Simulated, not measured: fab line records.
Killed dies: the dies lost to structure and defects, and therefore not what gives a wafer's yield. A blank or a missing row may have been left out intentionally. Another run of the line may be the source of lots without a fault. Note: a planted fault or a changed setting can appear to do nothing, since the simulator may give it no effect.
Chamber matching ; flow berkeley_cmos170 ; rie_si-01 running UCB170_GATE_ETCH_15: 4 sister chambers
The step etches poly-Si in HBr/Cl2, stops on SiO2, time 56.3 s, target depth 278.2 nm. 8 wafers are shown with their chamber, then 7 later ones without.

WAFERS PAIRED WITH THEIR CHAMBERS
wafer;chamber;drypump_motor_current_A (A);throttle_valve_pct (%)
L805.3;3;6.3;26.44
L806.2;2;5.0;26.42
L806.4;0;5.3;26.57
L808.3;2;5.0;26.40
L808.4;1;6.0;26.60
L808.5;3;6.3;26.43
L821.2;0;5.3;26.57
L821.4;1;6.1;26.58

WAFERS WITHOUT THEIR CHAMBER
wafer;drypump_motor_current_A (A);throttle_valve_pct (%)
L821.6;6.4;26.43
L820.2;6.0;26.61
L820.4;5.3;26.57
L820.6;6.3;26.45
L824.2;6.3;26.43
L824.5;5.0;26.38
L824.6;6.1;26.60

THE CHAMBER EACH PASSED THROUGH
wafer;from the rows above;in truth
L821.6;3;3
L820.2;1;1
L820.4;0;0
L820.6;3;3
L824.2;3;3
L824.5;2;2
L824.6;1;1
Correct placement for 7 of the 7. Can't be placed from these rows: 0. 0 placed wrongly.
How it was worked out, from the rows above alone: a wafer's distance from a chamber is the root of the sum, over the readings, of the square of ((its reading less the chamber's mean) divided by the reading's scatter). The wafer belongs to the nearest chamber; if the next one is less than 2 further off, it can't be placed. The mean given for a chamber averages the wafers shown for that chamber. The scatter: take each reading less its chamber's mean, square it, sum over the shown wafers, divide by the number of wafers less the number of chambers, and take the root.
